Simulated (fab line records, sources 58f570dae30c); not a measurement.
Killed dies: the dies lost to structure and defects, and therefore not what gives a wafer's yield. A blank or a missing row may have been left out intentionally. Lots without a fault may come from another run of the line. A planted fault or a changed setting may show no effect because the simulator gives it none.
Which tool is to blame? :: flow berkeley_cmos170 :: at 1 step of a route of 331, 7 lots with 21 wafers sampled

## WHAT EACH GAUGE READ, for each wafer
UCB170_V1_BOW_MEAS_03.
lot: L157
measured: day 7 20:27
on: film_metro-02
V1_BOW (um): 26 19 25

lot: L155
measured: day 7 20:45
on: film_metro-02
V1_BOW (um): 21 22 18

lot: L161
measured: day 8 18:02
on: film_metro-03
V1_BOW (um): 9 10 23

lot: L169
measured: day 10 16:40
on: film_metro-02
V1_BOW (um): 6 14 22

lot: L172
measured: day 10 23:11
on: film_metro-03
V1_BOW (um): 20 26 13

lot: L173
measured: day 11 04:38
on: film_metro-03
V1_BOW (um): 23 15 22

lot: L178
measured: day 11 22:37
on: film_metro-04
V1_BOW (um): 20 23 32

## WHAT TOOL EACH LOT RAN ON (gives the tool, then ch and the chambers of the sampled wafers, and finally the start)
Record: no process step prior to these readings.

## THE ANSWER, worked out from the rows above alone
Rule: usual is defined by the lots themselves. The widest of any qualifying gaps counts: lots, ordered by their means at a reading, are off when they make up no more than a third of the lots, leave a main group of 4 or more, and stand apart from it by 3 or more times the standard deviation of that group's means. Not used: any main group whose means are identical at the precision the tables above print for the reading. Also off: a lot with no number at a reading for which 4 or more lots have one. Any other lot the step has rows for is counted as sound.
No lot is off on any of the readings shown, so nothing can be concluded from this.

## WHAT THE SIMULATOR HAD PUT IN
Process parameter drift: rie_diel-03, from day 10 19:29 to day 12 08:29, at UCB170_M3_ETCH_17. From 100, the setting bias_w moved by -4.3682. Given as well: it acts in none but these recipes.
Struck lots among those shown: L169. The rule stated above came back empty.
